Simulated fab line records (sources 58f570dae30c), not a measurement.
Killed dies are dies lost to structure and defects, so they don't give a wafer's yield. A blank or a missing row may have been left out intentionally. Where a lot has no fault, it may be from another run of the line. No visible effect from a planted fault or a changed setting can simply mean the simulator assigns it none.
Code-filled problem report in 8D (eight disciplines) form | flow berkeley cmos170 | the parts of the form that need people (team, actions taken, sign-off) are left out

## 1. WHAT WENT WRONG
Wafers free of any fault read 1007 (standard deviation 9.9) for PLDD_TW at UCB170_PLDD_TW_MEAS_11, against a mean of 923 on 6 wafers of 2 lots. Measured from the usual mean, that is -8.5 standard deviations.
The first sign was on wafer L271.2 at day 10 06:42, on film metro-01. The record holds 42 wafers of 14 lots with a number at this step. The rule behind "out" and "out of limits": a value lying over 4 standard deviations away from the usual mean. The other wafers with a number count as sound.

## 2. WHAT THIS IS AND IS NOT
question                    | is                           | is not
which readings at this step | PLDD_TW                      | -
which lots                  | L271, L278                   | L259, L260, L261, L263, L264, L266, L268, L269, L277, L279, L281, L282
which wafers of those lots  | all that have a number       | -
read on which gauges        | film metro-01, film metro-03 | film metro-02
when                        | from day 10 06:42            | up to then (24 sound wafers); but 12 sound wafers of L277, L279, L281, L282 came after

## 3. THE SUSPECTS, EACH WITH WHAT RULES IT OUT
Counting: any tool at a process step up to the reading is kept as a suspect provided that every lot that is out went through it and no sound lot did after the first of them.
- the gauge at UCB170_PLDD_TW_MEAS_11: ruled out. The wafers that are out were read on 2 gauges (film metro-01, film metro-03).
- implanter-02 at UCB170_PLDD_IMPLANT_08: kept. All lots that are out passed through it, beginning with L271 at day 10 06:19, and no sound lot followed; its final sound lot before that point was L268 at day 8 20:17. Its own readings are out on those wafers: dose ions cm2, faraday current uA.
After counting, what remains is implanter-02 at UCB170_PLDD_IMPLANT_08.

## 4. THE CAUSE (what the simulator had put in)
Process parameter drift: implanter-02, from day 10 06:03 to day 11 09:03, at UCB170_PLDD_IMPLANT_08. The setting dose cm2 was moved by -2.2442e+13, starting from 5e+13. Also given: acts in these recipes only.
Counting left only this tool.

## 5. THE EFFECT CHAIN, in route order
Rows list readings where the struck wafers' mean (over those with a number) sits beyond 3 standard deviations from the usual. Only readings for which the record gives a usual standard deviation are gone through. hours: the time from each lot's start at the first step in this table that gives one to its start at this step, as a median over the lots. sigmas: the change in usual standard deviations.
hours | step                       | reading            | usual         | on struck wafers | change | sigmas
0     | UCB170_PLDD_IMPLANT_08     | dose ions cm2      | 5e+13         | 3e+13            | -2e+13 | -99 or more
0     | UCB170_PLDD_IMPLANT_08     | faraday current uA | 159           | 86               | -72    | -23
0     | UCB170_PLDD_TW_MEAS_11     | PLDD_TW            | 1007          | 923              | -84    | -8.5
14    | UCB170_SDANNEAL_RS_MEAS_04 | PLDD_RS            | 1032.0 ohm/sq | 1259.8           | +227.8 | +81
Its process steps:
- UCB170_PLDD_IMPLANT_08

## 6. HOW IT WOULD HAVE BEEN CAUGHT EARLIER
In this record the first reading out of limits at a measuring or inspecting step was taken at day 10 06:42, 1 hour after the fault began at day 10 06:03.
The tool's own readings at UCB170_PLDD_IMPLANT_08 were out on every struck wafer that the step has a row for (dose ions cm2, faraday current uA): an alarm limit on them would have fired on the first of those.
L278, from the lots that are out (2), started UCB170_PLDD_IMPLANT_08 on implanter-02 later than day 10 06:42. A hold on the tool at that time would have spared it.
